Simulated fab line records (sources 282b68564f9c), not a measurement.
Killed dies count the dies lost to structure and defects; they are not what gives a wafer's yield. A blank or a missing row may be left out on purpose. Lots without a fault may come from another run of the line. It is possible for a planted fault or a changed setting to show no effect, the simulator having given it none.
What tool caused it? ; flow rit-cmos ; 33 wafers from 11 lots sampled at 2 of the route's 202 steps

## WHAT THE GAUGES READ, wafer by wafer
RIT_PLDD_OVL_MEAS_06.
lot;measured;on;PLDD_OVL (nm)
L995;day 2 19:08;overlay-02;0.6 1.8 0.9
L996;day 3 00:37;overlay-02;1.3 0.7 -0.5
L997;day 3 04:36;overlay-01;-0.3 -0.4 0.5
L999;day 3 14:25;overlay-02;-0.5 -0.8 -0.9
L104;day 4 15:32;overlay-01;4.8 4.8 3.1
L105;day 4 20:40;overlay-01;3.5 4.3 4.8
L106;day 5 01:08;overlay-01;-2.8 -1.6 -0.4
L108;day 5 11:37;overlay-01;-1.3 0.3 -0.3
L111;day 6 02:32;overlay-02;1.2 0.2 -1.3
L114;day 6 17:34;overlay-02;1.5 0.8 -1.3
L116;day 7 04:10;overlay-01;0.1 0.2 -0.7

## EACH LOT AND THE TOOL THAT RAN IT (in order: tool; ch and the chambers of the sampled wafers; start)
lot;RIT_PLDD_EXPOSE_03
L995;iline-stepper-01 ch 0, day 2 18:44
L996;iline-stepper-01 ch 0, day 3 00:13
L997;iline-stepper-01 ch 0, day 3 04:12
L999;iline-stepper-01 ch 0, day 3 14:01
L104;iline-stepper-02 ch 0, day 4 15:10
L105;iline-stepper-02 ch 0, day 4 20:16
L106;iline-stepper-01 ch 0, day 5 00:45
L108;iline-stepper-01 ch 0, day 5 11:15
L111;iline-stepper-01 ch 0, day 6 02:09
L114;iline-stepper-01 ch 0, day 6 17:10
L116;iline-stepper-01 ch 0, day 7 03:46
- RIT_PLDD_EXPOSE_03: exposes mask M8, target cd 40900 nm.

## AS READ BY THE TOOLS THEMSELVES (means over the sampled wafers that have a number; for cases with no such wafer, the mark the record gives instead)
RIT_PLDD_EXPOSE_03.
lot;tool;stage-vel-mm-s (mm/s)
L995;iline-stepper-01;500.04
L996;iline-stepper-01;499.80
L997;iline-stepper-01;500.05
L999;iline-stepper-01;499.86
L104;iline-stepper-02;500.02
L105;iline-stepper-02;499.93
L106;iline-stepper-01;500.19
L108;iline-stepper-01;499.75
L111;iline-stepper-01;499.99
L114;iline-stepper-01;500.03
L116;iline-stepper-01;500.05

## THE ANSWER, worked out from the rows above alone
Rule: usual is defined by the lots themselves. The widest of any qualifying gaps counts: lots, ordered by their means at a reading, are off when they make up no more than a third of the lots, leave a main group of 4 or more, and stand apart from it by 3 or more times the standard deviation of that group's means. If all means in a main group match to the digits the tables above print for the reading, that group is not used. Also off: a lot with no number at a reading for which 4 or more lots have one. The other lots that the step has rows for count as sound. Order of review: gauges by route order, followed by the tools' own readings, for which a lot's mean as printed above is used. The first step at which some lot is off is used, and at that step the reading that is off furthest; a lot without a number counts as furthest.
Off: L104, L105, at RIT_PLDD_OVL_MEAS_06 (PLDD_OVL). Main group: mean -0.1 nm, sd 0.73.
If a tool, at a process step before that reading, ran all the lots that are off and no sound lot after the first of them, it fits. The gauges at RIT_PLDD_OVL_MEAS_06 are tried like those tools. One fits: RIT_PLDD_EXPOSE_03 on iline-stepper-02. It ran no sound lot before its first lot that is off in this sample, so the start can't be narrowed down.

## WHAT WAS PUT IN BY THE SIMULATOR
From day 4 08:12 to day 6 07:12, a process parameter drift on iline-stepper-02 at RIT_PLDD_EXPOSE_03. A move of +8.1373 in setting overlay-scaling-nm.
Shown lots that were struck: L104, L105. This agrees with what the rule above found.
